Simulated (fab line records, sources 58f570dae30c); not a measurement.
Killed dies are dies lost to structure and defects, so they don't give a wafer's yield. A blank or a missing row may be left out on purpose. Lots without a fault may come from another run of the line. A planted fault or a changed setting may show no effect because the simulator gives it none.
Which tool did it? | flow berkeley_cmos170 | 15 lots, 45 wafers sampled, at 5 steps of a route of 331

WHAT THE GAUGES READ, wafer by wafer
UCB170_NWELL_THK_MEAS_02. Usual: NWELL_OXIDE_THK 26.5 nm, standard deviation 0.54.
lot  | measured    | on            | NWELL_OXIDE_THK (nm) | flag
L802 | day 2 18:21 | film_metro-04 | 25.5 25.7 25.4       |
L804 | day 3 07:41 | film_metro-04 | 27.3 27.6 27.7       |
L805 | day 3 07:42 | film_metro-03 | 27.8 27.7 27.4       |
L808 | day 3 22:00 | film_metro-03 | 25.8 25.6 25.9       |
L807 | day 3 22:01 | film_metro-04 | 26.3 26.3 26.9       |
L811 | day 4 06:13 | film_metro-04 | 26.7 26.6 26.4       |
L809 | day 4 06:15 | film_metro-01 | 25.6 25.8 25.6       |
L814 | day 4 16:56 | film_metro-04 | 26.3 26.6 26.5       |
L813 | day 4 16:57 | film_metro-03 | 26.9 26.7 26.8       |
L818 | day 5 13:43 | film_metro-01 | 27.0 26.9 26.9       |
L819 | day 6 00:31 | film_metro-04 | 26.4 26.0 26.5       |
L821 | day 6 04:00 | film_metro-03 | 26.5 26.8 27.2       |
L820 | day 6 04:01 | film_metro-01 | 26.9 26.4 26.3       |
L822 | day 6 09:28 | film_metro-01 | 26.5 26.7 27.0       |
L823 | day 6 19:23 | film_metro-01 | 27.2 26.6 26.8       |

UCB170_WELLDRIVE_THK_MEAS_02. Usual: WELLDRIVE_OXIDE_THK 199 nm, standard deviation 4.8.
lot  | measured    | on            | WELLDRIVE_OXIDE_THK (nm) | flag
L802 | day 4 19:27 | film_metro-02 | 202 200 203              |
L804 | day 5 07:07 | film_metro-03 | 196 198 200              |
L805 | day 5 07:08 | film_metro-04 | 203 201 205              |
L808 | day 5 19:40 | film_metro-02 | 199 195 200              |
L807 | day 6 05:28 | film_metro-03 | 190 192 190              |
L811 | day 6 05:27 | film_metro-02 | 195 197 196              |
L809 | day 6 05:23 | film_metro-04 | 200 200 199              |
L814 | day 6 14:30 | film_metro-04 | 207 206 206              |
L813 | day 6 14:31 | film_metro-03 | 208 211 209              |
L818 | day 7 06:03 | film_metro-04 | 202 203 207              |
L819 | day 7 15:37 | film_metro-02 | 201 199 196              |
L821 | day 7 15:37 | film_metro-03 | 198 197 200              |
L820 | day 7 15:38 | film_metro-04 | 196 197 204              |
L822 | day 8 07:36 | film_metro-02 | 196 197 193              |
L823 | day 8 07:36 | film_metro-03 | 200 197 196              |

UCB170_ACTIVE_THK_MEAS_06. Usual: ACTIVE_NITRIDE_THK 220.1 nm, standard deviation 1.9.
lot  | measured    | on            | ACTIVE_NITRIDE_THK (nm) | flag
L802 | day 5 15:42 | film_metro-03 | 224.0 222.7 225.1       |
L804 | day 6 02:34 | film_metro-02 | 220.9 220.4 221.5       |
L805 | day 6 02:35 | film_metro-03 | 223.1 222.2 220.8       |
L808 | day 6 15:32 | film_metro-01 | 209.8 210.4 209.4       | OFF
L807 | day 6 22:40 | film_metro-02 | 219.3 219.5 218.9       |
L811 | day 6 22:43 | film_metro-03 | 223.9 220.8 222.1       |
L809 | day 6 22:43 | film_metro-02 | 220.8 220.6 220.6       |
L814 | day 7 12:19 | film_metro-01 | 213.1 210.3 212.1       | OFF
L813 | day 7 12:20 | film_metro-02 | 213.6 211.8 212.2       | OFF
L818 | day 7 23:58 | film_metro-02 | 219.1 218.6 218.8       |
L819 | day 8 10:20 | film_metro-03 | 215.0 219.5 218.2       |
L821 | day 8 10:19 | film_metro-01 | 215.9 215.3 217.6       |
L820 | day 8 10:20 | film_metro-02 | 221.8 222.9 220.5       |
L822 | day 9 08:26 | film_metro-01 | 221.6 220.0 219.6       |
L823 | day 9 08:26 | film_metro-02 | 218.1 218.8 219.7       |

UCB170_SACOX_THK_MEAS_02. Usual: SACOX_OXIDE_THK 14.38 nm, standard deviation 0.27.
lot  | measured     | on            | SACOX_OXIDE_THK (nm) | flag
L802 | day 6 18:01  | film_metro-04 | 14.77 14.47 14.62    |
L804 | day 7 01:07  | film_metro-03 | 14.00 13.78 13.82    |
L805 | day 7 01:08  | film_metro-02 | 14.51 14.57 14.31    |
L808 | day 7 16:44  | film_metro-04 | 14.59 14.65 14.68    |
L807 | day 7 23:39  | film_metro-02 | 14.60 14.45 14.41    |
L811 | day 7 23:35  | film_metro-03 | 14.74 14.73 14.75    |
L809 | day 7 23:35  | film_metro-04 | 14.17 14.23 14.11    |
L814 | day 8 14:15  | film_metro-03 | 14.23 14.04 14.27    |
L813 | day 8 14:16  | film_metro-04 | 14.00 13.86 14.15    |
L818 | day 9 07:23  | film_metro-03 | 13.99 13.77 13.88    |
L819 | day 9 17:51  | film_metro-04 | 14.53 14.53 14.32    |
L821 | day 9 17:50  | film_metro-03 | 14.15 14.20 14.01    |
L820 | day 9 17:52  | film_metro-02 | 14.10 14.16 14.27    |
L822 | day 10 12:16 | film_metro-02 | 14.13 14.14 14.09    |
L823 | day 10 12:16 | film_metro-03 | 14.28 14.54 14.42    |

WHICH TOOL RAN EACH LOT (tool, then ch and the chambers of the sampled wafers, then the start)
lot  | UCB170_ACTIVE_CVD_05
L802 | lpcvd-01 ch 0, day 5 12:47
L804 | lpcvd-01 ch 1, day 6 00:39
L805 | lpcvd-01 ch 1, day 6 00:39
L808 | lpcvd-01 ch 1, day 6 13:36
L807 | lpcvd-02 ch 0, day 6 20:44
L811 | lpcvd-02 ch 0, day 6 20:44
L809 | lpcvd-02 ch 0, day 6 20:44
L814 | lpcvd-01 ch 1, day 7 10:25
L813 | lpcvd-01 ch 1, day 7 10:25
L818 | lpcvd-02 ch 1, day 7 22:03
L819 | lpcvd-01 ch 0, day 8 08:24
L821 | lpcvd-01 ch 0, day 8 08:24
L820 | lpcvd-01 ch 0, day 8 08:24
L822 | lpcvd-02 ch 0, day 9 06:30
L823 | lpcvd-02 ch 0, day 9 06:30
- UCB170_ACTIVE_CVD_05: deposits Si3N4 from SiH2Cl2/NH3, target thk 220 nm, time 3300 s.

WHAT THE TOOLS THEMSELVES READ (means of the sampled wafers that have a number; where no wafer has one, the mark that the record gives instead)
The record holds no such reading with a usual standard deviation.

THE ANSWER, worked out from the rows above alone
Rule: a lot is off if the mean of its wafers that have a number lies more than 3 standard deviations from the usual mean. A lot without any number at a reading at which 4 lots or more have one is off too. The other lots that the step has rows for count as sound. The gauges are gone through in route order, then the tools' own readings, and for those a lot's mean is taken as printed above. The first step at which some lot is off is used, and at that step the reading that is off furthest; a lot without a number counts as furthest.
Off: L808, L814, L813, at UCB170_ACTIVE_THK_MEAS_06 (ACTIVE_NITRIDE_THK).
A tool fits if, at a process step before that reading, it ran every lot that is off, and no sound lot after the first of them. The gauges at UCB170_ACTIVE_THK_MEAS_06 are tried like those tools. None of those tried fits.

WHAT THE SIMULATOR HAD PUT IN
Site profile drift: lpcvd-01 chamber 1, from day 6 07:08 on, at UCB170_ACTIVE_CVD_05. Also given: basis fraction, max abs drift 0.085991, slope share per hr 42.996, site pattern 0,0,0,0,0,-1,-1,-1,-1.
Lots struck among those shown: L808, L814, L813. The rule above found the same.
